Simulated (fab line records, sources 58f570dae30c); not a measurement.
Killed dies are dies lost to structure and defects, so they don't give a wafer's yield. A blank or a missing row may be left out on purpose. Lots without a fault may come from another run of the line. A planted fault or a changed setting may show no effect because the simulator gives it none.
fab line records | flow berkeley_cmos170
record lots=15 wafers=45 last_day=11
route steps=331 shown START@1 PVT@121 GATE@130 V1@266
lots that met no fault: from a run of the same line without faults
start_h: hours from the record's first day to the start of the lot's first wafer shown | wait_h: hours since the lot's step before | " the same as in the row above | L1.1+2: a row that stands for several wafers | - no value, or no start given | * or withheld: withheld | < > ~ a bound
route shown NAME@n: a module of which the file shows steps, and the number in the route of the first | usual: mean/standard deviation of fault-free wafers | same: alike in all rows | chamber/n: place in a boat | sites: the reading at each site | _std_site: their standard deviation | _edge_site: outer sites' mean less inner sites' | radius_mm: how far each site lies from the wafer's centre | mask NAME#n: copy n | behind: the tool/chamber that last shaped the wafer | hold: why the lot was held/for how many hours/how that ended | device: the transistor (n, p or np) that didn't switch | end of line: the same wafers' tests at the end of the route | a step without rows: its recipe alone | killed: dies lost to structure and defects at the first sort, not the wafer's yield | map: a wafer's dies, x killed, . not, _ none there
set.NAME: the setting as run; set.NAME@STEP: as run at that earlier step | model.NAME: the simulator's own value behind a step, which no gauge read
steps of the route over a sample of lots; a table a step, a row a wafer
services: from which hour (start_h, from the record's first day; less than 0 if before it) a tool's chamber was out of use, for how many hours, and why
## steps
# step UCB170_START_BOW_MEAS_00
# recipe mode=bow
# usual INCOMING_BOW=-1/6.9
# columns lot.wafer tool chamber start_h wait_h INCOMING_BOW[um]
L801.1 film_metro-01 - 10.00 - 9
L801.3 " - " " 1
L801.6 " - " " -1
L803.1 film_metro-02 - 20.00 - -8
L803.5 " - " " 4
L803.6 " - " " -10
L806.1 film_metro-04 - 35.00 - -2
L806.2 " - " " 5
L806.3 " - " " 14
L807.1 film_metro-02 - 40.00 - -10
L807.3 " - " " -8
L807.4 " - " " -11
L809.4 film_metro-01 - 50.06 - 3
L809.5 " - " " 10
L809.6 " - " " 12
L810.1 film_metro-01 - 55.00 - 3
L810.3 " - " " -4
L810.5 " - " " -8
L812.1 film_metro-01 - 65.00 - -10
L812.3 " - " " 3
L812.4 " - " " 4
L813.3 film_metro-01 - 70.04 - -10
L813.4 " - " " -14
L813.6 " - " " 0
L814.2 film_metro-02 - 75.02 - 3
L814.5 " - " " 1
L814.6 " - " " 2
L815.4 film_metro-02 - 80.06 - -4
L815.5 " - " " 9
L815.6 " - " " 5
L816.1 film_metro-02 - 85.00 - -3
L816.2 " - " " -6
L816.5 " - " " 0
L817.2 film_metro-01 - 90.02 - 1
L817.4 " - " " -8
L817.6 " - " " 0
L818.1 film_metro-02 - 95.00 - -5
L818.3 " - " " 2
L818.5 " - " " 6
L819.2 film_metro-02 - 100.02 - -2
L819.3 " - " " -5
L819.4 " - " " 13
L820.1 film_metro-01 - 105.00 - 0
L820.3 " - " " 3
L820.5 " - " " -16
# step UCB170_PVT_OVL_MEAS_06
# usual PVT_OVL=-2/4.7
# columns lot.wafer tool chamber start_h wait_h PVT_OVL[nm]
L801.1 overlay-02 - 111.58 - -6
L801.3 " - " " -9
L801.6 " - " " 2
L803.1 overlay-02 - 120.65 - -8
L803.5 " - " " 1
L803.6 " - " " 9
L807.1 overlay-01 - 149.47 - -4
L807.3 " - " " 0
L807.4 " - " " -1
L806.1 overlay-02 - 149.75 - -3
L806.2 " - " " -8
L806.3 " - " " -4
L810.1 overlay-02 - 163.04 - -12
L810.3 " - " " -3
L810.5 " - " " -5
L809.4 overlay-02 - 163.62 - -2
L809.5 " - " " 6
L809.6 " - " " -5
L812.1 overlay-02 - 163.88 - 3
L812.3 " - " " 5
L812.4 " - " " 1
L813.3 overlay-02 - 179.74 - 3
L813.4 " - " " 2
L813.6 " - " " -2
L815.4 overlay-02 - 189.95 - -13
L815.5 " - " " 5
L815.6 " - " " -8
L814.2 overlay-01 - 190.02 - -6
L814.5 " - " " 3
L814.6 " - " " -6
L817.2 overlay-01 - 190.21 - -1
L817.4 " - " " -4
L817.6 " - " " 3
L818.1 overlay-02 - 197.26 - 0
L818.3 " - " " -9
L818.5 " - " " -2
L819.2 overlay-01 - 197.54 - -6
L819.3 " - " " 3
L819.4 " - " " -5
L816.1 overlay-01 - 198.27 - -2
L816.2 " - " " -5
L816.5 " - " " 4
L820.1 overlay-01 - 209.64 - 1
L820.3 " - " " 6
L820.5 " - " " 6
# step UCB170_GATE_CVD_04
# recipe material=poly-Si temp_c=610 precursor=SiH4 time_s=1440 pressure_mtorr=375 target_thk_nm=214 sih4_flow_sccm=120
# usual spike_tc_load_C=630.4/2.1
# columns lot.wafer tool chamber start_h wait_h spike_tc_load_C
L801.1 lpcvd-01 1 121.67 0.0 634.4
L801.3 " 1 " " 635.1
L801.6 " 1 " " 633.7
L803.1 lpcvd-02 0 131.73 0.0 629.2
L803.5 " 0 " " 630.1
L803.6 " 0 " " 631.1
L806.1 lpcvd-01 0 157.72 0.3 631.8
L806.2 " 0 " " 630.9
L806.3 " 0 " " 630.1
L807.1 lpcvd-01 0 157.72 0.3 630.8
L807.3 " 0 " " 630.5
L807.4 " 0 " " 631.2
L809.4 lpcvd-02 0 173.05 0.0 628.3
L809.5 " 0 " " 629.2
L809.6 " 0 " " 630.3
L810.1 lpcvd-02 0 173.05 0.0 630.1
L810.3 " 0 " " 631.1
L810.5 " 0 " " 629.1
L812.1 lpcvd-02 0 173.05 0.0 629.4
L812.3 " 0 " " 628.8
L812.4 " 0 " " 628.2
L813.3 lpcvd-01 0 187.83 0.6 630.4
L813.4 " 0 " " 632.2
L813.6 " 0 " " 630.7
L814.2 lpcvd-02 0 198.10 0.0 629.4
L814.5 " 0 " " 629.4
L814.6 " 0 " " 630.2
L815.4 lpcvd-02 0 198.10 0.0 629.7
L815.5 " 0 " " 630.1
L815.6 " 0 " " 629.9
L817.2 lpcvd-02 0 198.10 0.0 629.1
L817.4 " 0 " " 629.3
L817.6 " 0 " " 628.9
L816.1 lpcvd-02 1 205.90 0.0 628.3
L816.2 " 1 " " 628.5
L816.5 " 1 " " 627.0
L818.1 lpcvd-02 1 205.90 0.0 626.8
L818.3 " 1 " " 627.4
L818.5 " 1 " " 627.7
L819.2 lpcvd-02 1 205.90 0.0 628.5
L819.3 " 1 " " 625.7
L819.4 " 1 " " 627.7
L820.1 lpcvd-01 1 217.57 0.0 634.6
L820.3 " 1 " " 633.7
L820.5 " 1 " " 633.6
# step UCB170_GATE_THK_MEAS_05
# recipe reads=poly-Si_of_GATE_CVD_04
# usual GATE_POLY_THK=214.1/2
# columns lot.wafer tool chamber start_h wait_h GATE_POLY_THK[nm]
L801.1 film_metro-01 - 123.20 0.1 214.2
L801.3 " - " " 213.3
L801.6 " - " " 212.6
L803.1 film_metro-03 - 133.13 0.0 216.1
L803.5 " - " " 214.6
L803.6 " - " " 215.9
L806.1 film_metro-04 - 159.12 0.0 211.8
L806.2 " - " " 214.6
L806.3 " - " " 212.2
L807.1 film_metro-01 - 159.12 0.0 210.8
L807.3 " - " " 211.7
L807.4 " - " " 210.8
L812.1 film_metro-04 - 174.45 0.0 214.6
L812.3 " - " " 216.7
L812.4 " - " " 215.5
L809.4 film_metro-03 - 174.48 0.0 217.2
L809.5 " - " " 217.2
L809.6 " - " " 216.4
L810.1 film_metro-03 - 174.51 0.1 214.2
L810.3 " - " " 213.1
L810.5 " - " " 213.1
L813.3 film_metro-03 - 189.95 0.0 216.4
L813.4 " - " " 216.0
L813.6 " - " " 214.9
L814.2 film_metro-04 - 199.52 0.0 210.5
L814.5 " - " " 213.8
L814.6 " - " " 211.2
L817.2 film_metro-01 - 199.52 0.0 216.1
L817.4 " - " " 217.1
L817.6 " - " " 217.0
L815.4 film_metro-03 - 199.57 0.1 215.2
L815.5 " - " " 215.3
L815.6 " - " " 217.1
L818.1 film_metro-04 - 207.30 0.0 336.0
L818.3 " - " " 336.5
L818.5 " - " " 331.7
L819.2 film_metro-01 - 207.32 0.0 335.6
L819.3 " - " " 337.3
L819.4 " - " " 337.4
L816.1 film_metro-04 - 207.36 0.1 336.4
L816.2 " - " " 336.9
L816.5 " - " " 337.1
L820.1 film_metro-01 - 218.97 0.0 212.5
L820.3 " - " " 212.8
L820.5 " - " " 213.8
# step UCB170_GATE_ETCH_15
# recipe chemistry=HBr/Cl2 target=poly-Si stop_on=SiO2 over_etch_frac=0.3 icp_w=300 bias_w=150 time_s=56.3 pressure_mtorr=15 HBr_flow_sccm=150 Cl2_flow_sccm=50 target_depth_a=2782
# usual HBr_flow_sccm=150.0/0.44 drypump_motor_current_A=5.3/0.38 he_backside_leak_sccm=2.61/0.19 mfc_cl2_sccm=50.00/0.16 oes_product_au=0.831/0.011 throttle_valve_pct=26.49/0.23
# same time_s=56.3
# columns lot.wafer tool chamber start_h wait_h HBr_flow_sccm drypump_motor_current_A he_backside_leak_sccm mfc_cl2_sccm oes_product_au rf_hours_counter_h throttle_valve_pct
L801.1 rie_si-02 2 124.86 - 150.5 5.4 2.40 50.11 0.821 1 26.52
L801.3 " 3 " " 149.9 5.1 2.84 50.03 0.845 0 26.29
L801.6 " 2 " " 150.7 5.4 2.42 50.23 0.815 - 26.52
L803.1 rie_si-02 2 134.50 - 150.2 5.4 2.57 50.02 0.834 1 26.51
L803.5 " 2 " " 149.8 5.4 2.44 50.14 0.823 - 26.51
L803.6 " 0 " " 149.3 5.6 2.74 49.95 0.840 - 26.48
L806.1 rie_si-02 1 161.53 - 150.4 4.9 2.47 49.80 0.820 0 26.70
L806.2 " 3 " " 150.3 5.1 2.90 49.85 0.846 0 26.28
L806.3 " 2 " " 150.0 5.4 2.27 49.83 0.820 1 26.51
L807.1 rie_si-02 2 162.06 - 149.7 5.4 2.49 49.72 0.821 1 26.53
L807.3 " 1 " " 150.3 4.8 2.60 50.32 0.812 0 26.70
L807.4 " 3 " " 149.3 5.1 2.93 50.00 0.832 - 26.28
L809.4 rie_si-01 2 175.68 - 149.3 5.2 2.54 49.75 0.852 1 26.30
L809.5 " 0 " " 149.8 6.2 2.64 49.91 0.853 - 26.96
L809.6 " 1 " " 150.6 5.1 2.77 49.94 0.821 - 26.18
L812.1 rie_si-02 3 175.92 - 150.5 5.1 2.94 49.90 0.840 0 26.29
L812.3 " 2 " " 150.1 5.4 2.37 50.39 0.838 1 26.50
L812.4 " 1 " " 149.4 4.8 2.58 50.04 0.844 - 26.70
L810.1 rie_si-02 1 176.28 - 150.1 4.9 2.70 49.87 0.831 0 26.71
L810.3 " 3 " " 150.3 5.1 3.01 49.91 0.836 1 26.28
L810.5 " 1 " " 149.8 4.9 2.76 49.97 0.827 - 26.70
L813.3 rie_si-01 3 191.25 - 150.0 5.5 2.22 49.87 0.827 38 26.51
L813.4 " 0 " " 150.0 6.2 2.80 49.76 0.841 10 26.95
L813.6 " 2 " " 150.3 5.2 2.60 49.89 0.847 - 26.29
L814.2 rie_si-02 0 200.61 - 149.6 5.6 2.47 50.03 0.805 0 26.35
L814.5 " 0 " " 149.4 5.6 2.54 49.86 0.818 - 26.36
L814.6 " 1 " " 150.4 4.8 2.48 49.78 0.822 - 26.72
L817.2 rie_si-01 2 200.88 - 150.3 5.2 2.67 49.91 0.843 1 26.29
L817.4 " 3 " " 149.6 5.5 2.27 49.91 0.834 38 26.51
L817.6 " 2 " " 149.9 5.2 2.71 50.19 0.849 - 26.29
L815.4 rie_si-02 1 201.12 - 150.7 4.8 2.67 50.03 0.829 0 26.70
L815.5 " 0 " " 150.0 5.6 2.61 50.17 0.816 - 26.33
L815.6 " 3 " " 149.7 5.1 2.83 49.94 0.846 - 26.28
L818.1 rie_si-01 1 208.40 - 150.0 5.1 2.89 49.99 0.998 1 26.17
L818.3 " 3 " " 149.8 5.5 2.25 49.91 1.022 38 26.51
L818.5 " 2 " " 150.4 5.2 2.56 50.10 1.046 - 26.30
L819.2 rie_si-02 1 208.64 - 150.2 4.8 2.57 49.71 0.998 0 26.71
L819.3 " 0 " " 150.7 5.6 2.49 49.91 0.965 0 26.34
L819.4 " 3 " " 150.0 5.1 2.82 49.92 1.022 1 26.29
L816.1 rie_si-01 3 209.13 - 150.3 5.5 2.46 50.03 1.017 38 26.52
L816.2 " 0 " " 149.2 6.2 2.48 50.18 1.028 10 26.95
L816.5 " 0 " " 150.2 6.2 2.69 49.99 1.037 - 26.95
L820.1 rie_si-02 2 220.40 - 149.5 5.4 2.47 49.97 0.832 2 26.53
L820.3 " 3 " " 150.5 5.1 2.79 50.23 0.841 1 26.28
L820.5 " 1 " " 151.1 4.9 2.43 49.74 0.828 - 26.69
# step UCB170_V1_CD_MEAS_12
# recipe target_cd_nm=700
# usual cd_nm=700.2/1.4
# columns lot.wafer tool chamber start_h wait_h cd_nm
L801.1 cd_sem-02 - 157.86 - 698.3
L801.3 " - " " 699.5
L801.6 " - " " 699.9
L803.1 cd_sem-01 - 164.23 - 700.7
L803.5 " - " " 702.5
L803.6 " - " " 701.9
L806.1 cd_sem-01 - 189.38 - 699.9
L806.2 " - " " 701.9
L806.3 " - " " 702.3
L807.1 cd_sem-02 - 190.19 - 699.4
L807.3 " - " " 700.1
L807.4 " - " " 700.1
L812.1 cd_sem-02 - 209.40 - 702.3
L812.3 " - " " 701.2
L812.4 " - " " 701.9
L809.4 cd_sem-02 - 209.73 - 701.2
L809.5 " - " " 700.2
L809.6 " - " " 700.6
L810.1 cd_sem-02 - 209.93 - 700.9
L810.3 " - " " 699.4
L810.5 " - " " 701.4
L813.3 cd_sem-02 - 225.98 - 700.3
L813.4 " - " " 700.8
L813.6 " - " " 700.0
L814.2 cd_sem-02 - 235.38 - 701.2
L814.5 " - " " 701.6
L814.6 " - " " 702.7
L815.4 cd_sem-01 - 235.43 - 700.1
L815.5 " - " " 699.2
L815.6 " - " " 698.2
L817.2 cd_sem-01 - 238.47 - 698.7
L817.4 " - " " 698.1
L817.6 " - " " 699.4
L818.1 cd_sem-02 - 238.57 - 700.2
L820.1 cd_sem-02 - 257.65 - 699.8
L820.3 " - " " 699.2
L820.5 " - " " 699.6
## services
# columns tool chamber start_h hours kind
rie_si-02 1 107.26 - clean
rie_si-02 1 107.26 31.6 scheduled_down
rie_si-02 1 107.26 31.6 vent_cycle
rie_si-02 2 110.20 2.4 repair
rie_si-02 0 159.23 - clean
rie_si-02 0 159.23 18.7 scheduled_down
rie_si-02 0 159.23 18.7 vent_cycle
rie_si-01 - 160.83 14.6 pm
rie_si-02 - 178.08 0.3 repair
lpcvd-02 - 196.87 1.1 repair
## key
first_sign step=UCB170_GATE_THK_MEAS_05 reading=GATE_POLY_THK direction=up sigmas=61 usual=214.1 struck=336.1
effect step=UCB170_GATE_ETCH_15 reading=oes_product_au direction=up sigmas=16 usual=0.831 struck=1.015
met_at UCB170_GATE_CVD_04
struck_lots L816,L818,L819
struck_wafers L816.1,L816.2,L816.5,L818.1,L818.3,L818.5,L819.2,L819.3,L819.4
later_rows_left_out L816.1,L816.2,L816.5,L818.3,L818.5,L819.2,L819.3,L819.4
sort_left_out L816.1,L816.2,L816.5,L818.1,L818.3,L818.5,L819.2,L819.3,L819.4
tester_left_out L816,L818,L819
not_acting_at UCB170_START_BOW_MEAS_00,UCB170_PVT_OVL_MEAS_06,UCB170_V1_CD_MEAS_12
fault kind=process_parameter_drift tool=lpcvd-02 chamber=1 onset_h=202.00 steps=UCB170_GATE_CVD_04 channel=target_thk_nm offset=123.03 shape=step end_h=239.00 acts_in=these_recipes_only stated=214
# tester_left_out: of these lots the tester's yield and bins aren't shown, on N5 and GAA mostly nor the transistor test; their killed dies are dies lost to structure and defects alone, not to doping, threshold or leakage, so they don't give the yield
# sort_left_out: the simulated sort isn't trusted on such a fault, so these wafers' sort isn't shown, and their yield isn't known
# later_rows_left_out: the simulator's readings of these wafers behind a module that went badly wrong aren't trusted and aren't shown, but for the sort
